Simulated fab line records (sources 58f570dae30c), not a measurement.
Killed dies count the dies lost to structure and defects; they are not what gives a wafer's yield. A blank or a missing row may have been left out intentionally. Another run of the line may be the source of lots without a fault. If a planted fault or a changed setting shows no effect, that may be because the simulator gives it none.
Split-lot study	flow berkeleyCmos170	on a route of 331 steps: 5 lots, 23 wafers read

== ON THE SPLIT ==
At UCB170_SCREENOX_OXIDATION_01 (target thk 14.4 nm, ox time 2400 s), the setting oxTimeS was moved away from the recipe's 2400 s on 15 of the 23 wafers read, by -12.0% to +7.2%. All remaining wafers had this setting at the recipe value.

The split's own step is where the reading is taken.

== THE READING ==
SiO2_of_SCREENOX_OXIDATION_01.thkNm (the simulator's own value, which no gauge read), in nm, at UCB170_SCREENOX_OXIDATION_01 (target thk 14.4 nm, ox time 2400 s). There is no usual value for it anywhere in the file. Average 14.19 nm, standard deviation 0.2 nm, over the 8 wafers here run with the recipe.

wafer	tool, chamber at the split	oxTimeS as run, s	against the recipe	SiO2_of_SCREENOX_OXIDATION_01.thkNm, nm	against lot-mates on the recipe
L074.1	-, -	2195	-8.5%	13.82	no lot-mate on the recipe
L074.2	-, -	2195	-8.5%	14.26	no lot-mate on the recipe
L074.3	-, -	2195	-8.5%	14.09	no lot-mate on the recipe
L074.4	-, -	2195	-8.5%	13.96	no lot-mate on the recipe
L074.6	-, -	2195	-8.5%	13.89	no lot-mate on the recipe
L076.2	furnace-01, 0	2400	recipe	14.5	-
L076.3	furnace-01, 0	2400	recipe	14.39	-
L076.5	furnace-01, 0	2400	recipe	14.39	-
L078.1	-, -	2111	-12.0%	13.34	no lot-mate on the recipe
L078.3	-, -	2111	-12.0%	13.09	no lot-mate on the recipe
L078.4	-, -	2111	-12.0%	13.11	no lot-mate on the recipe
L078.5	-, -	2111	-12.0%	13.17	no lot-mate on the recipe
L078.6	-, -	2111	-12.0%	13.16	no lot-mate on the recipe
L079.1	-, -	2573	+7.2%	15.39	no lot-mate on the recipe
L079.3	-, -	2573	+7.2%	15.39	no lot-mate on the recipe
L079.2	-, -	2573	+7.2%	15.47	no lot-mate on the recipe
L079.5	-, -	2573	+7.2%	15.17	no lot-mate on the recipe
L079.6	-, -	2573	+7.2%	15.28	no lot-mate on the recipe
L080.1	-, -	2400	recipe	14.04	-
L080.3	-, -	2400	recipe	13.94	-
L080.4	-, -	2400	recipe	14.2	-
L080.5	-, -	2400	recipe	13.93	-
L080.6	-, -	2400	recipe	14.15	-

FIT RESULTS
A straight line over all 23 wafers: SiO2_of_SCREENOX_OXIDATION_01.thkNm changes by +0.0951 nm for each +1% of oxTimeS; r = +0.91; the points scatter about the line by 0.31 nm.
Too few moved wafers with a lot-mate on the recipe to fit a line net of each lot's own level.

== THE FILE'S OWN FIT ==
SiO2_of_SCREENOX_OXIDATION_01.thkNm changes by +0.0952 nm for each +1% of oxTimeS, r = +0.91.
